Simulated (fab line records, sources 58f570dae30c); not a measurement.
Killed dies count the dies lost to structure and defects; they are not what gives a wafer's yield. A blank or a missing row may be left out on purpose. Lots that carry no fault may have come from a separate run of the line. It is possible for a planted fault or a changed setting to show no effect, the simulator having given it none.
Which tool did it? ; flow berkeley-cmos170 ; 20 wafers from 7 lots sampled at 2 of the route's 331 steps

WHAT THE GAUGES SHOWED, per wafer
UCB170_V1_BOW_MEAS_03.
lot;measured;on;V1_BOW (um)
L248;day 8 15:49;film-metro-04;20 25 27
L251;day 9 08:20;film-metro-04;10 19 12
L255;day 10 06:55;film-metro-04;22 20
L258;day 11 00:39;film-metro-02;19 12 17
L262;day 11 16:45;film-metro-04;22 23 14
L265;day 12 04:32;film-metro-04;14 5 11
L268;day 12 18:59;film-metro-04;20 25 2

WHICH TOOL RAN EACH LOT (tool, then ch and the chambers of the sampled wafers, then the start)
lot;UCB170_NWELL_CVD_04
L248;lpcvd-01 ch 0, day 2 12:49
L251;lpcvd-01 ch 0, day 3 06:24
L255;lpcvd-01 ch 1, day 4 08:13
L258;lpcvd-01 ch 1, day 5 03:26
L262;lpcvd-02 ch 0, day 5 19:15
L265;lpcvd-02 ch 1, day 6 13:06
L268;lpcvd-02 ch 0, day 7 00:55
- UCB170_NWELL_CVD_04: deposits Si3N4 from SiH2Cl2/NH3, target thk 224 nm, time 3360 s.

THE ANSWER, worked out from the rows above alone
Rule: usual is defined by the lots themselves. Put in order of their means at a reading, lots are off if they are a third of the lots or fewer, leave a main group of 4 or more, and stand apart from it by a gap of 3 or more times the standard deviation of the main group's means; of several such gaps the widest counts. Not used: any main group whose means are identical at the precision the tables above print for the reading. Also off: a lot with no number at a reading for which 4 or more lots have one. The other lots that the step has rows for count as sound.
None of the lots is off at any reading shown; this tells nothing.

WHAT THE SIMULATOR HAD PUT IN
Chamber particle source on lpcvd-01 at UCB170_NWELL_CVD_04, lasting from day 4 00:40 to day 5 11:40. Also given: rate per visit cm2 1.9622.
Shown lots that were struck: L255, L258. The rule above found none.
